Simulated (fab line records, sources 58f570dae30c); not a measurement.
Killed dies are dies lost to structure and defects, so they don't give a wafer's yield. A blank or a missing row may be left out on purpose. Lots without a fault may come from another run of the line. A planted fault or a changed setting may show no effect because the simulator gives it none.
Which tool did it? | flow berkeley_cmos170 | 14 lots, 42 wafers sampled, at 2 steps of a route of 331

WHAT THE GAUGES READ, wafer by wafer
UCB170_ACTIVE_THK_MEAS_06. Usual: ACTIVE_NITRIDE_THK 219.0 nm, standard deviation 2.1.
lot  | measured    | on            | ACTIVE_NITRIDE_THK (nm)             | flag
L320 | day 4 05:11 | film_metro-03 | 223.7 223.2 223.6                   |
L321 | day 4 08:59 | film_metro-04 | 219.3 218.4 219.5                   |
L322 | day 4 08:59 | film_metro-02 | 217.7 217.2 217.2                   |
L323 | day 4 16:43 | film_metro-03 | 218.8 221.7 221.7                   |
L324 | day 4 16:44 | film_metro-02 | 219.8 219.1 219.0                   |
L325 | day 5 11:28 | film_metro-04 | 217.9 217.7 219.0                   |
L327 | day 5 14:47 | film_metro-03 | 220.1 222.7 219.5                   |
L328 | day 5 14:46 | film_metro-02 | 217.8 220.7 220.9                   |
L330 | day 6 02:02 | film_metro-04 | 221.2 219.7 220.7                   |
L331 | day 6 10:34 | film_metro-03 | 217.2 217.0 216.6                   |
L332 | day 6 10:35 | film_metro-04 | 221.3 223.4 222.4                   |
L335 | day 7 05:59 | film_metro-02 | 218.9 219.1 219.2                   |
L341 | day 8 13:08 | film_metro-03 | 184.1 186.2 185.8 184.0 186.4 186.3 | OFF
L342 | day 8 18:44 | film_metro-02 | 186.5 185.9 185.4 186.5 185.7 185.4 | OFF

WHICH TOOL RAN EACH LOT (tool, then ch and the chambers of the sampled wafers, then the start)
lot  | UCB170_ACTIVE_CVD_05
L320 | lpcvd-01 ch 0, day 4 03:13
L321 | lpcvd-01 ch 1, day 4 07:04
L322 | lpcvd-01 ch 1, day 4 07:04
L323 | lpcvd-01 ch 1, day 4 14:48
L324 | lpcvd-01 ch 0, day 4 14:48
L325 | lpcvd-01 ch 1, day 5 09:32
L327 | lpcvd-01 ch 1, day 5 12:52
L328 | lpcvd-01 ch 0, day 5 12:52
L330 | lpcvd-01 ch 0, day 6 00:07
L331 | lpcvd-01 ch 1, day 6 08:38
L332 | lpcvd-01 ch 1, day 6 08:38
L335 | lpcvd-02 ch 1, day 7 03:06
L341 | lpcvd-02 ch 0, day 8 10:16
L342 | lpcvd-02 ch 0, day 8 15:52
- UCB170_ACTIVE_CVD_05: deposits Si3N4 from SiH2Cl2/NH3, target thk 220 nm, time 3300 s.

WHAT THE TOOLS THEMSELVES READ (means of the sampled wafers that have a number; where no wafer has one, the mark that the record gives instead)
UCB170_ACTIVE_CVD_05. Usual: nh3_flow_sccm 75.02 sccm, standard deviation 0.21.
lot  | tool     | nh3_flow_sccm (sccm) | flag
L320 | lpcvd-01 | 75.16                |
L321 | lpcvd-01 | 75.26                |
L322 | lpcvd-01 | 74.97                |
L323 | lpcvd-01 | 75.10                |
L324 | lpcvd-01 | 75.30                |
L325 | lpcvd-01 | 75.03                |
L327 | lpcvd-01 | 74.88                |
L328 | lpcvd-01 | 74.77                |
L330 | lpcvd-01 | 74.89                |
L331 | lpcvd-01 | 75.01                |
L332 | lpcvd-01 | 74.80                |
L335 | lpcvd-02 | 74.80                |
L341 | lpcvd-02 | 59.88                | OFF
L342 | lpcvd-02 | 60.30                | OFF

THE ANSWER, worked out from the rows above alone
Rule: a lot is off if the mean of its wafers that have a number lies more than 3 standard deviations from the usual mean. A lot without any number at a reading at which 4 lots or more have one is off too. The other lots that the step has rows for count as sound. The gauges are gone through in route order, then the tools' own readings, and for those a lot's mean is taken as printed above. The first step at which some lot is off is used, and at that step the reading that is off furthest; a lot without a number counts as furthest.
Off: L341, L342, at UCB170_ACTIVE_THK_MEAS_06 (ACTIVE_NITRIDE_THK).
A tool fits if, at a process step before that reading, it ran every lot that is off, and no sound lot after the first of them. The gauges at UCB170_ACTIVE_THK_MEAS_06 aren't tried: what is off there is off at UCB170_ACTIVE_CVD_05 too, on other tools, and a gauge's error can't cause that. One fits: lpcvd-02 at UCB170_ACTIVE_CVD_05. Its last sound lot is L335 (day 7 03:06), its first lot that is off L341 (day 8 10:16): a fault that began between those two fits.
The tool's own readings at UCB170_ACTIVE_CVD_05 bear it out: on the lots that are off they differ by more than 5 times the standard deviation of the sound lots' means. nh3_flow_sccm reads 60.09 sccm there against 75.00 sccm on the sound lots.

WHAT THE SIMULATOR HAD PUT IN
Process parameter drift: lpcvd-02, from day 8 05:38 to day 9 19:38, at UCB170_ACTIVE_CVD_05. Setting nh3_flow_sccm, moved by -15, from 75. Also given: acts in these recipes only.
Lots struck among those shown: L341, L342. The rule above found the same.
